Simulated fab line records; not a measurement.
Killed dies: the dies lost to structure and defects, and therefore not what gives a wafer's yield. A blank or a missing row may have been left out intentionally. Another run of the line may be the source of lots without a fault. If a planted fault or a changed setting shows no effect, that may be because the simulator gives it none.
Check for tools in common || flow rit cmos || 42 wafers sampled across 14 lots

## WHY IT WAS OPENED
At RIT_M1_CD_MEAS_09 the reading cd nm is flagged on 2 of 14 lots. Fault-free wafers read 2599.4 nm, with a standard deviation of 2.2.
Rule: flag the lot when none of its wafers has a number, or when each of its wafers that has one lies beyond 4 standard deviations from that mean. The other lots count as sound.

{"lot": "L258", "measured": "day 3 10:16", "on": "cd sem-02", "cd nm (nm), wafer by wafer": "2599.0 2599.3 2598.0", "flag": ""}
{"lot": "L259", "measured": "day 3 15:47", "on": "cd sem-02", "cd nm (nm), wafer by wafer": "2599.8 2599.4 2598.1", "flag": ""}
{"lot": "L260", "measured": "day 3 17:35", "on": "cd sem-02", "cd nm (nm), wafer by wafer": "2603.8 2601.8 2603.9", "flag": ""}
{"lot": "L261", "measured": "day 3 21:59", "on": "cd sem-02", "cd nm (nm), wafer by wafer": "2596.6 2596.2 2597.1", "flag": ""}
{"lot": "L263", "measured": "day 4 11:40", "on": "cd sem-01", "cd nm (nm), wafer by wafer": "2599.4 2600.0 2597.5", "flag": ""}
{"lot": "L267", "measured": "day 5 10:43", "on": "cd sem-02", "cd nm (nm), wafer by wafer": "2599.5 2599.5 2598.8", "flag": ""}
{"lot": "L268", "measured": "day 5 15:32", "on": "cd sem-02", "cd nm (nm), wafer by wafer": "2534.8 2534.1 2533.6", "flag": "FLAGGED"}
{"lot": "L272", "measured": "day 6 10:36", "on": "cd sem-01", "cd nm (nm), wafer by wafer": "2545.7 2545.3 2547.8", "flag": "FLAGGED"}
{"lot": "L274", "measured": "day 6 17:06", "on": "cd sem-02", "cd nm (nm), wafer by wafer": "2597.7 2600.4 2599.9", "flag": ""}
{"lot": "L275", "measured": "day 7 01:05", "on": "cd sem-02", "cd nm (nm), wafer by wafer": "2598.1 2599.7 2595.0", "flag": ""}
{"lot": "L276", "measured": "day 7 02:33", "on": "cd sem-02", "cd nm (nm), wafer by wafer": "2601.7 2600.1 2602.4", "flag": ""}
{"lot": "L277", "measured": "day 7 07:53", "on": "cd sem-02", "cd nm (nm), wafer by wafer": "2600.3 2600.0 2600.1", "flag": ""}
{"lot": "L278", "measured": "day 7 14:16", "on": "cd sem-01", "cd nm (nm), wafer by wafer": "2598.1 2598.1 2597.4", "flag": ""}
{"lot": "L281", "measured": "day 8 05:53", "on": "cd sem-02", "cd nm (nm), wafer by wafer": "2593.0 2595.6 2594.3", "flag": ""}
The mean of the flagged lots' numbers is 2540.2 nm, -59.2 nm from the usual (-27 standard deviations).

## WHICH TOOL RAN EACH LOT
The record keeps 1 process step preceding the reading, out of 202 steps on the route. Read each cell as the tool, then ch plus the chambers that the sampled wafers visited, then the start.
{"lot": "L258", "flag": "", "RIT_M1_EXPOSE_06": "iline stepper-01 ch 0, day 3 09:40"}
{"lot": "L259", "flag": "", "RIT_M1_EXPOSE_06": "iline stepper-02 ch 0, day 3 15:13"}
{"lot": "L260", "flag": "", "RIT_M1_EXPOSE_06": "iline stepper-01 ch 0, day 3 17:09"}
{"lot": "L261", "flag": "", "RIT_M1_EXPOSE_06": "iline stepper-02 ch 0, day 3 21:34"}
{"lot": "L263", "flag": "", "RIT_M1_EXPOSE_06": "iline stepper-01 ch 0, day 4 11:14"}
{"lot": "L267", "flag": "", "RIT_M1_EXPOSE_06": "iline stepper-01 ch 0, day 5 10:17"}
{"lot": "L268", "flag": "FLAGGED", "RIT_M1_EXPOSE_06": "iline stepper-02 ch 0, day 5 15:07"}
{"lot": "L272", "flag": "FLAGGED", "RIT_M1_EXPOSE_06": "iline stepper-02 ch 0, day 6 10:10"}
{"lot": "L274", "flag": "", "RIT_M1_EXPOSE_06": "iline stepper-01 ch 0, day 6 16:40"}
{"lot": "L275", "flag": "", "RIT_M1_EXPOSE_06": "iline stepper-01 ch 0, day 7 00:39"}
{"lot": "L276", "flag": "", "RIT_M1_EXPOSE_06": "iline stepper-01 ch 0, day 7 02:07"}
{"lot": "L277", "flag": "", "RIT_M1_EXPOSE_06": "iline stepper-01 ch 0, day 7 07:27"}
{"lot": "L278", "flag": "", "RIT_M1_EXPOSE_06": "iline stepper-01 ch 0, day 7 13:50"}
{"lot": "L281", "flag": "", "RIT_M1_EXPOSE_06": "iline stepper-01 ch 0, day 8 05:28"}
What is done by these steps:
- RIT_M1_EXPOSE_06: exposes mask M12, target cd 2600 nm.
- RIT_M1_CD_MEAS_09: target cd 2600 nm.

## FLAGGED OVER TOTAL, TOOL BY TOOL (the gauges that took the reading come last)
{"step": "RIT_M1_EXPOSE_06", "tool": "iline stepper-01", "lots run": 10, "flagged": 0, "share of the flagged lots": "none", "sound lots run after its first flagged lot": "-"}
{"step": "RIT_M1_EXPOSE_06", "tool": "iline stepper-02", "lots run": 4, "flagged": 2, "share of the flagged lots": "all", "sound lots run after its first flagged lot": 0}
{"step": "RIT_M1_CD_MEAS_09", "tool": "cd sem-01", "lots run": 3, "flagged": 1, "share of the flagged lots": "some", "sound lots run after its first flagged lot": "1 (L278)"}
{"step": "RIT_M1_CD_MEAS_09", "tool": "cd sem-02", "lots run": 11, "flagged": 1, "share of the flagged lots": "some", "sound lots run after its first flagged lot": "5 (L274,L275,L276,L277,L281)"}

## WHAT THE TABLE PERMITS
Rows of the table that ran each flagged lot: 1, that is iline stepper-02 at RIT_M1_EXPOSE_06.
- iline stepper-02 at RIT_M1_EXPOSE_06 ran 4 lots, 2 of them flagged. A fault beginning between L261 (day 3 21:34), its last sound lot, and L268 (day 5 15:07), its first flagged one, fits the data. Its own readings lie more than 4 standard deviations out on every wafer of the flagged lots: exposure dose mJ cm2.
iline stepper-02 at RIT_M1_EXPOSE_06 is the single tool remaining.

## WHAT THE SIMULATOR PUT IN
Drift in process parameters on iline stepper-02 at RIT_M1_EXPOSE_06, starting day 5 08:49. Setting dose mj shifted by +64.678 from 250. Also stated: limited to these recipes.
Struck lots among those shown: L268, L272. The rule given above showed the same thing.
